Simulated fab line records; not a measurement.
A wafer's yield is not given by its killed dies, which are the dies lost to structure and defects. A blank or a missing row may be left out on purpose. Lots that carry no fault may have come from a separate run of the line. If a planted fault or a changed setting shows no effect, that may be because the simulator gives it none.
Split-lot study    flow berkeley-cmos170    23 wafers read across 5 lots, on a route 331 steps long

## ON THE SPLIT
At UCB170_V1_ETCH_14 (etches SiO2 in CHF3/CF4/Ar, stops on Al, target depth 1250 nm, time 291 s), the setting time-s was moved away from the recipe's 291 s on 9 of the 23 wafers read, by -5.1% to +9.3%. For the rest of the wafers, this setting stayed at what the recipe calls for.

Reading taken at the split's own step.

## THE READING
KrF_of_V1_COAT_07.thk-nm (the simulator's own value, which no gauge read), in nm, at UCB170_V1_ETCH_14 (etches SiO2 in CHF3/CF4/Ar, stops on Al, target depth 1250 nm, time 291 s). The file does not state a usual value for it. The 14 wafers here that ran the recipe average 608.5 nm, standard deviation 5.9 nm.

wafer   tool, chamber at the split  time-s as run, s  against the recipe  KrF_of_V1_COAT_07.thk-nm, nm  against lot-mates on the recipe
L076.1  rie-diel-03, 0              291               recipe              608.2                         -
L076.2  rie-diel-03, 2              313.1             +7.6%               588.5                         -15.9
L076.3  rie-diel-03, 3              291               recipe              600.6                         -
L076.5  rie-diel-03, 3              313.1             +7.6%               577.2                         -27.2
L076.6  rie-diel-03, 2              313.1             +7.6%               587.9                         -16.5
L074.1  rie-diel-03, 3              318.1             +9.3%               582.1                         -31.9
L074.2  rie-diel-03, 2              291               recipe              618.7                         -
L074.3  rie-diel-03, 0              291               recipe              609.3                         -
L074.4  rie-diel-03, 0              318.1             +9.3%               591.5                         -22.5
L074.5  rie-diel-03, 2              318.1             +9.3%               591.3                         -22.7
L079.1  rie-diel-03, 0              291               recipe              607.8                         -
L079.2  rie-diel-03, 2              291               recipe              612.2                         -
L079.3  rie-diel-03, 3              276.2             -5.1%               614.8                         +4.8
L079.4  rie-diel-03, 1              276.2             -5.1%               627.8                         +17.8
L079.6  rie-diel-03, 1              276.2             -5.1%               629.5                         +19.5
L083.2  rie-diel-01, 1              291               recipe              605.6                         -
L083.3  rie-diel-01, 2              291               recipe              610.5                         -
L083.4  rie-diel-01, 0              291               recipe              617.4                         -
L083.5  rie-diel-01, 1              291               recipe              604.3                         -
L083.6  rie-diel-01, 0              291               recipe              613.8                         -
L082.1  rie-diel-03, 3              291               recipe              595.3                         -
L082.2  rie-diel-03, 0              291               recipe              607.4                         -
L082.6  rie-diel-03, 1              291               recipe              607.9                         -

FIT RESULTS
A straight line over all 23 wafers: KrF_of_V1_COAT_07.thk-nm changes by -2.66 nm for each +1% of time-s; r = -0.89; the points scatter about the line by 6.5 nm.
The same after taking each lot's own level away (the mean of its wafers on the recipe; 23 wafers): -2.72 nm for each +1%; r = -0.92; scatter 5.2 nm.
The reading moves by 25 nm for the largest change in time-s, on that fit.
The lots' own levels span 603.53 to 614.00 nm, that is 1.8 times the standard deviation above.
Hence the lot-to-lot level has little effect on the slope; both slopes agree.
Check: -23.8 nm against its lot-mates is what the line predicts for one of the wafers moved furthest among these (+9.3%) when that wafer is left out of the fit. Against them it came out at -31.9 nm.

## THESE WAFERS: OTHER SPLITS
Note: prior to the reading, these wafers also went through further splits. Each is held against what the fit with the lots' levels taken away leaves over:
other split on the same wafers         wafers away from the commonest value  r with KrF_of_V1_COAT_07.thk-nm (lot level and that fit taken away)
UCB170_NLDD_EXPOSE_03 dose-mj          8                                     +0.06
UCB170_PSD_PEB_04 peb-temp-c           10                                    -0.09
UCB170_BACKSIDE_COAT_01 resist-thk-nm  7                                     -0.05
UCB170_CONTACT_COAT_04 spin-rpm        6                                     +0.03
UCB170_M1_SPUTTER_00 power-w           4                                     -0.03

## THE WHOLE CHAIN: every reading that the file lists as answering this split, in the file's order
step                what it does                                                               reading                                                                    change (the file's fit)               r (the file's)
UCB170_V1_ETCH_14   etches SiO2 in CHF3/CF4/Ar, stops on Al, target depth 1250 nm, time 291 s  KrF_of_V1_COAT_07.thk-nm (the simulator's own value, which no gauge read)  -2.71 nm for each +1% of the setting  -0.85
UCB170_V1_STRIP_15  strips in O2                                                               strip-time-to-endpoint-s                                                   withheld for each +1% of the setting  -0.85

## FILE'S OWN FIT
KrF_of_V1_COAT_07.thk-nm changes by -2.71 nm for each +1% of time-s, r = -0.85.
